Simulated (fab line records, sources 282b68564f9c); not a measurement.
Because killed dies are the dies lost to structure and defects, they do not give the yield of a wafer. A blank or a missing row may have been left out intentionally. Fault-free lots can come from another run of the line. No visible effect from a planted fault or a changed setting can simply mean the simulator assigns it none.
Lot-split experiment    flow rit-cmos    on a route of 202 steps: 5 lots, 23 wafers read

== THE SPLIT ==
At RIT_NLDD_IMPLANT_08, the setting dose-cm2 was moved away from the recipe's 5e+14 on 7 of the 23 wafers read, by -6.9% to +3.4%. For the rest of the wafers, this setting stayed at what the recipe calls for.

== FROM SPLIT TO READING: 1 step shown by the file between the two ==
- RIT_NLDD_STRIP_09: strips in O2, time 180 s

== THE READING ==
NLDD_TW, at RIT_NLDD_TW_MEAS_10. On this fab line, fault-free wafers typically give 2480 with a standard deviation of 10.

wafer   tool, chamber at the split  dose-cm2 as run  against the recipe  NLDD_TW  against lot-mates on the recipe
L074.1  implanter-04, 0             5e+14            recipe              2492     -
L074.2  implanter-04, 0             4.846e+14        -3.1%               2475     -18
L074.3  implanter-04, 0             5e+14            recipe              2494     -
L074.4  implanter-04, 0             4.846e+14        -3.1%               2457     -36
L074.5  implanter-04, 0             4.846e+14        -3.1%               2465     -28
L081.1  implanter-02, 0             4.656e+14        -6.9%               2436     -38
L081.2  implanter-02, 0             5e+14            recipe              2465     -
L081.3  implanter-02, 0             5e+14            recipe              2475     -
L081.4  implanter-02, 0             5e+14            recipe              2481     -
L081.5  implanter-02, 0             4.656e+14        -6.9%               2427     -47
L083.1  implanter-04, 0             5e+14            recipe              2500     -
L083.2  implanter-04, 0             5e+14            recipe              2491     -
L083.3  implanter-04, 0             5.172e+14        +3.4%               2510     +12
L083.5  implanter-04, 0             5e+14            recipe              2503     -
L083.6  implanter-04, 0             5.172e+14        +3.4%               2515     +17
L084.3  implanter-02, 0             5e+14            recipe              2501     -
L084.5  implanter-02, 0             5e+14            recipe              2477     -
L084.6  implanter-02, 0             5e+14            recipe              2479     -
L085.1  implanter-04, 0             5e+14            recipe              2472     -
L085.2  implanter-04, 0             5e+14            recipe              2478     -
L085.3  implanter-04, 0             5e+14            recipe              2477     -
L085.4  implanter-04, 0             5e+14            recipe              2472     -
L085.6  implanter-04, 0             5e+14            recipe              2466     -

THE FIT
A straight line over all 23 wafers: NLDD_TW changes by +7.39 for each +1% of dose-cm2; r = +0.86; the points scatter about the line by 11.
The same after taking each lot's own level away (the mean of its wafers on the recipe; 23 wafers): +6.17 for each +1%; r = +0.91; scatter 7.3.
Per that fit: largest dose-cm2 move, reading shift of 42.
Across the lots, their own levels run from 2473.0 to 2498.0, a range of 2.5 times the standard deviation given above.
Hence the slope depends on the lot-to-lot level, as the two fits are not the same.
Check: for one of the wafers moved furthest among these (-6.9%), held out of the fit, the line's prediction against its lot-mates is -47.2. Against them it came out at -37.7.

== ADDITIONAL SPLITS CARRIED BY THESE WAFERS ==
Other splits were also applied to these wafers ahead of the reading. Each is held against what the fit with the lots' levels taken away leaves over:
other split on the same wafers    wafers away from the commonest value  r with NLDD_TW (lot level and that fit taken away)
RIT_ACTIVE_CVD_03 pressure-mtorr  18                                    -0.14
RIT_ACTIVE_COAT_06 resist-thk-nm  10                                    -0.28
RIT_ACTIVE_ETCH_13 time-s         9                                     -0.22
RIT_FOX2_OXIDATION_00 ox-time-s   15                                    +0.09
RIT_PWELL_SOFTBAKE_02 temp-c      10                                    +0.13
RIT_NRETRO_IMPLANT_08 dose-cm2    6                                     +0.07
RIT_PRETRO_IMPLANT_08 energy-kev  10                                    +0.11
RIT_GATE_DEVELOP_15 dev-temp-c    10                                    +0.04
RIT_REOX_OXIDATION_03 temp-c      15                                    +0.06

== THE FILE'S OWN FIT ==
NLDD_TW changes by +6.21 for each +1% of dose-cm2, r = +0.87.
